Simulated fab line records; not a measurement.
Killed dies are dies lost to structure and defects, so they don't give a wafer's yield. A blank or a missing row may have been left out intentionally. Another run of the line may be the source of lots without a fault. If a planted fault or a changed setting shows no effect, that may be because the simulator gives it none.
Which tool did it? || flow berkeley_cmos170 || route of 331 steps, sampled at 1 step: 14 lots, 42 wafers

WHAT THE GAUGES SHOWED, per wafer
UCB170_NSD_TW_MEAS_10. Usual: for NSD_TW the level is 4205 and the standard deviation is 42.
{"lot": "L448", "measured": "day 8 12:49", "on": "film_metro-04", "NSD_TW": "4201 4201 4220", "flag": ""}
{"lot": "L449", "measured": "day 8 12:50", "on": "film_metro-02", "NSD_TW": "4271 4248 4248", "flag": ""}
{"lot": "L452", "measured": "day 9 04:30", "on": "film_metro-04", "NSD_TW": "4142 4116 4120", "flag": ""}
{"lot": "L451", "measured": "day 9 05:30", "on": "film_metro-04", "NSD_TW": "4158 4124 4144", "flag": ""}
{"lot": "L453", "measured": "day 9 13:46", "on": "film_metro-04", "NSD_TW": "4144 4160 4155", "flag": ""}
{"lot": "L455", "measured": "day 9 23:24", "on": "film_metro-02", "NSD_TW": "4215 4233 4219", "flag": ""}
{"lot": "L459", "measured": "day 10 09:24", "on": "film_metro-04", "NSD_TW": "4201 4189 4182", "flag": ""}
{"lot": "L460", "measured": "day 11 02:11", "on": "film_metro-02", "NSD_TW": "4274 4252 4253", "flag": ""}
{"lot": "L462", "measured": "day 11 02:28", "on": "film_metro-02", "NSD_TW": "4258 4252 4231", "flag": ""}
{"lot": "L464", "measured": "day 11 22:31", "on": "film_metro-04", "NSD_TW": "4193 4197 4172", "flag": ""}
{"lot": "L463", "measured": "day 12 04:29", "on": "film_metro-04", "NSD_TW": "4207 4190 4178", "flag": ""}
{"lot": "L466", "measured": "day 12 04:56", "on": "film_metro-04", "NSD_TW": "4170 4201 4212", "flag": ""}
{"lot": "L465", "measured": "day 12 05:11", "on": "film_metro-02", "NSD_TW": "4211 4245 4239", "flag": ""}
{"lot": "L468", "measured": "day 12 13:31", "on": "film_metro-01", "NSD_TW": "4153 4139 4107", "flag": ""}

WHAT TOOL EACH LOT RAN ON (gives the tool, then ch and the chambers of the sampled wafers, and finally the start)
Before these readings, the record contains no process step.

WHAT THE TOOLS THEMSELVES READ (means of the sampled wafers that have a number; where no wafer has one, the mark that the record gives instead)
The record holds no such reading with a usual standard deviation.

THE ANSWER, worked out from the rows above alone
Rule: lot off if the mean of its wafers having a number is beyond 3 standard deviations from the usual mean. Also off: a lot with no number at a reading for which 4 or more lots have one. The other lots that the step has rows for count as sound. After the gauges, taken in route order, come the tools' own readings; for these a lot's mean is taken, as printed above. At the first step where some lot is off, the reading lying furthest off is the one used; lots without a number count as furthest.
No lot is off at any reading shown: from this, nothing can be told.

WHAT THE SIMULATOR PUT IN
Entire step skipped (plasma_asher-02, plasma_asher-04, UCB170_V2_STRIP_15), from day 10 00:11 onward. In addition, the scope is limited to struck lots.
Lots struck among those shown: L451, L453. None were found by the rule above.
